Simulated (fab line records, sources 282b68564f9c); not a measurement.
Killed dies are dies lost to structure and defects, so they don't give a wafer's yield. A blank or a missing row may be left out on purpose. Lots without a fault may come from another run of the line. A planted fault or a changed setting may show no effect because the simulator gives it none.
fab line records | flow rit_cmos
record lots=13 wafers=39 last_day=7
route steps=202 shown GATE@95 M1@202
lots that met no fault: from a run of the same line without faults
start_h: hours from the record's first day to the start of the lot's first wafer shown | wait_h: hours since the lot's step before | " the same as in the row above | L1.1+2: a row that stands for several wafers | - no value, or no start given | * or withheld: withheld | < > ~ a bound
route shown NAME@n: a module of which the file shows steps, and the number in the route of the first | usual: mean/standard deviation of fault-free wafers | same: alike in all rows | chamber/n: place in a boat | sites: the reading at each site | _std_site: their standard deviation | _edge_site: outer sites' mean less inner sites' | radius_mm: how far each site lies from the wafer's centre | mask NAME#n: copy n | behind: the tool/chamber that last shaped the wafer | hold: why the lot was held/for how many hours/how that ended | device: the transistor (n, p or np) that didn't switch | end of line: the same wafers' tests at the end of the route | a step without rows: its recipe alone | killed: dies lost to structure and defects at the first sort, not the wafer's yield | map: a wafer's dies, x killed, . not, _ none there
set.NAME: the setting as run; set.NAME@STEP: as run at that earlier step | model.NAME: the simulator's own value behind a step, which no gauge read
steps of the route over a sample of lots; a table a step, a row a wafer
services: from which hour (start_h, from the record's first day; less than 0 if before it) a tool's chamber was out of use, for how many hours, and why
## steps
# step RIT_GATE_ETCH_19
# recipe chemistry=SF6/CHF3/O2 time_s=165 SF6_flow_sccm=30 CHF3_flow_sccm=30 O2_flow_sccm=5 target=poly-Si pressure_mtorr=40 rf_w=160 target_depth_a=3125 over_etch_frac=0.25 stop_on=SiO2
# usual CHF3_flow_sccm=29.99/0.1 chamber_pressure_mTorr=40.00/0.036 drypump_motor_current_A=6.12/0.17 oes_product_au=0.849/0.0096 over_etch_frac=0.25/0 throttle_valve_pct=10.25/0.16
# columns lot.wafer tool chamber start_h wait_h CHF3_flow_sccm chamber_pressure_mTorr drypump_motor_current_A oes_product_au over_etch_frac rf_hours_counter_h throttle_valve_pct
L721.1 rie_si-02 0 38.86 0.1 29.95 39.97 5.95 0.848 0.25 6 10.24
L721.4 " 2 " " 30.11 40.00 6.20 0.852 0.25 123 10.05
L721.5 " 3 " " 29.91 39.99 5.97 0.845 0.25 - 10.05
L722.2 rie_si-01 1 48.32 0.1 29.99 40.03 6.30 0.847 0.25 1 10.18
L722.4 " 2 " " 29.96 40.01 6.30 0.860 0.25 22 10.50
L722.6 " 3 " " 30.18 40.02 5.93 0.840 0.25 - 10.24
L723.2 rie_si-02 1 51.41 0.1 29.86 39.99 6.06 0.851 0.25 135 10.50
L723.3 " 3 " " 29.99 39.98 5.98 0.852 0.25 0 10.05
L723.5 " 0 " " 29.99 40.05 5.95 0.856 0.25 - 10.22
L725.2 rie_si-02 2 63.44 0.1 29.94 40.04 6.23 0.855 0.25 124 10.05
L725.4 " 0 " " 29.87 40.02 5.93 0.861 0.25 6 10.24
L725.6 " 1 " " 30.11 39.99 6.05 0.862 0.25 - 10.51
L726.1 rie_si-01 2 69.56 0.1 29.90 40.03 6.27 0.851 0.25 23 10.50
L726.2 " 1 " " 30.12 39.97 6.27 0.852 0.25 1 10.16
L726.3 " 0 " " 30.14 39.97 6.34 0.839 0.25 111 10.31
L727.2 rie_si-02 0 72.94 0.1 29.97 40.02 5.94 0.842 0.25 6 10.23
L727.4 " 1 " " 29.97 40.02 6.06 0.852 0.25 135 10.51
L727.5 " 2 " " 29.89 39.96 6.16 0.859 0.25 - 10.06
L728.2 rie_si-01 2 76.65 0.1 29.96 40.01 6.30 0.853 0.25 23 10.49
L728.4 " 3 " " 29.80 39.99 5.91 0.833 0.25 140 10.24
L728.6 " 0 " " 30.03 39.91 6.35 0.844 0.25 - 10.29
L730.2 rie_si-01 1 85.96 0.1 30.16 40.01 6.33 0.847 0.25 1 10.17
L730.4 " 0 " " 29.99 40.02 6.32 0.829 0.25 111 10.30
L730.5 " 0 " " 30.24 39.97 6.33 0.834 0.25 - 10.29
L731.4 rie_si-02 2 93.10 0.1 30.04 40.07 6.17 0.856 0.25 124 10.03
L731.5 " 2 " " 30.00 40.05 6.16 0.858 0.25 - 10.04
L731.6 " 1 " " 29.87 40.04 6.03 0.857 0.25 - 10.51
L733.1 rie_si-02 3 99.62 0.1 30.08 40.04 5.96 0.851 0.25 1 10.05
L733.4 " 1 " " 30.05 40.02 6.07 0.858 0.25 136 10.50
L733.5 " 1 " " 30.03 39.98 6.06 0.857 0.25 - 10.51
L738.2 rie_si-01 1 126.16 0.1 30.07 39.98 6.30 0.856 0.25 1 10.18
L738.3 " 3 " " 29.98 39.94 5.90 0.830 0.25 140 10.24
L738.6 " 2 " " 29.92 39.99 6.28 0.873 0.22192 - 10.50
L741.1 rie_si-02 3 139.71 0.1 30.09 40.02 5.96 0.858 0.25 1 10.05
L741.2 " 0 " " 30.11 40.00 5.95 0.858 0.25 7 10.24
L741.5 " 3 " " 30.03 39.96 5.95 0.855 0.25 - 10.04
L743.1 rie_si-02 1 151.69 0.1 29.92 40.03 6.04 0.851 0.25 136 10.49
L743.2 " 3 " " 30.02 40.05 5.96 0.842 0.25 1 10.04
L743.4 " 0 " " 29.89 39.99 5.94 0.847 0.25 7 10.24
# step RIT_M1_PROBE_99
# usual killed_at_contacts=0.1/0.3 killed_at_front_end=6.7/2.6 killed_dies=6.8/2.6 killed_open=3.3/1.7 killed_short=3.4/2
# same gross_dies=264 killed_at_M0_to_M3=0 killed_at_M4_up=0 killed_at_back_side=0 killed_at_other=0
# columns lot.wafer tool chamber start_h wait_h killed_at_contacts killed_at_front_end killed_dies killed_open killed_short
L727.2 prober-01 - 92.74 0.1 0 4 4 2 2
L727.4 prober-01 - 92.84 0.2 0 7 7 5 2
L727.5 prober-01 - 92.89 0.2 0 7 7 5 2
L731.4 prober-01 - 113.81 0.2 0 7 7 6 1
L731.5 prober-01 - 113.86 0.2 0 5 5 1 4
L731.6 prober-01 - 113.91 0.2 0 4 4 1 3
# killed by level:class
L727.2 GATE:geometric_particle:short=2 FOX1:geometric_particle:open=1 GATE:geometric_particle:open=1
L727.4 FOX1:geometric_particle:short=2 FOX2:geometric_particle:open=2 GATE:geometric_particle:open=2 FOX1:geometric_particle:open=1
L727.5 GATE:geometric_particle:open=2 FOX1:geometric_particle:open=1 FOX1:geometric_particle:short=1 FOX2:geometric_particle:open=1 FOX2:geometric_particle:short=1 SILICIDE:geometric_particle:open=1
L731.4 GATE:geometric_particle:open=5 SPACER:geometric_particle:short=1 SILICIDE:geometric_particle:open=1
L731.5 GATE:geometric_particle:short=2 SPACER:geometric_particle:short=2 FOX1:geometric_particle:open=1
L731.6 GATE:geometric_particle:open=1 GATE:geometric_particle:short=1 REOX:geometric_particle:short=1 SPACER:geometric_particle:short=1
## services
# columns tool chamber start_h hours kind
rie_si-01 - 60.54 2.8 pm
rie_si-01 - 91.45 0.7 repair
rie_si-02 - 95.95 1.5 repair
rie_si-02 - 105.20 2.8 pm
rie_si-02 2 138.22 1.0 repair
rie_si-02 0 142.40 3.4 repair
## key
first_sign step=RIT_GATE_ETCH_19 reading=over_etch_frac direction=down sigmas=99+ usual=0.25 struck=0.22192
effect none on later readings
met_at RIT_GATE_ETCH_19
struck_lots L738
struck_wafers L738.6
tester_left_out L738
onset_between 76.65 126.16
fault kind=process_parameter_drift tool=rie_si-01 chamber=2 onset_h=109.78 steps=RIT_GATE_ETCH_19 channel=over_etch_frac offset=-0.028081 shape=step end_h=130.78 stated=0.25
# tester_left_out: of these lots the tester's yield and bins aren't shown, on N5 and GAA mostly nor the transistor test; their killed dies are dies lost to structure and defects alone, not to doping, threshold or leakage, so they don't give the yield
